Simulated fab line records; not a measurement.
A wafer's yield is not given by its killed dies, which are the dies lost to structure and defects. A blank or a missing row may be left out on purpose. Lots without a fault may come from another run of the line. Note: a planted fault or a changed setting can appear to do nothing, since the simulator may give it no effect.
What tool caused it? ; flow berkeley-cmos170 ; 14 lots (42 wafers sampled), 1 step of a 331-step route

== WHAT THE GAUGES SHOWED, per wafer ==
UCB170_GATE_CD_MEAS_90: target cd 350 nm. Usual: 349.6 nm for cd-nm, sd 1.8.
lot;measured;on;cd-nm (nm);flag
L418;day 7 13:40;cd-sem-02;350.9 350.8 349.6;
L421;day 7 19:24;cd-sem-01;350.4 350.6 350.4;
L423;day 9 06:16;cd-sem-02;347.4 349.1 348.8;
L424;day 9 06:48;cd-sem-01;348.2 347.0 347.5;
L429;day 9 15:28;cd-sem-01;348.9 347.3 346.0;
L431;day 10 09:20;cd-sem-02;348.0 346.5 346.2;
L433;day 10 22:41;cd-sem-01;350.3 350.3 351.6;
L434;day 10 22:49;cd-sem-01;348.7 347.7 347.7;
L435;day 10 23:14;cd-sem-01;352.6 351.1 353.0;
L437;day 11 16:29;cd-sem-01;350.1 351.6 351.0;
L440;day 11 16:37;cd-sem-01;351.3 351.5 350.9;
L439;day 11 16:50;cd-sem-01;353.0 351.0 352.9;
L438;day 11 17:05;cd-sem-01;349.5 348.2 349.1;
L441;day 12 09:44;cd-sem-01;349.5 348.9 347.5;

== WHAT TOOL EACH LOT RAN ON (gives the tool, then ch and the chambers of the sampled wafers, and finally the start) ==
Record: no process step prior to these readings.

== AS READ BY THE TOOLS THEMSELVES (means over the sampled wafers that have a number; for cases with no such wafer, the mark the record gives instead) ==
The record holds no such reading with a usual standard deviation.

== THE ANSWER, worked out from the rows above alone ==
Rule: take the mean of a lot's wafers that have a number; if it is more than 3 standard deviations from the usual mean, the lot is off. Also off: a lot with no number at a reading for which 4 or more lots have one. All remaining lots with rows at the step are treated as sound. The gauges are gone through in route order, then the tools' own readings, and for those a lot's mean is taken as printed above. At the first step where some lot is off, the reading lying furthest off is the one used; lots without a number count as furthest.
Across all readings shown, no lot is off: no conclusion can be drawn from this.

== WHAT HAD BEEN PUT IN BY THE SIMULATOR ==
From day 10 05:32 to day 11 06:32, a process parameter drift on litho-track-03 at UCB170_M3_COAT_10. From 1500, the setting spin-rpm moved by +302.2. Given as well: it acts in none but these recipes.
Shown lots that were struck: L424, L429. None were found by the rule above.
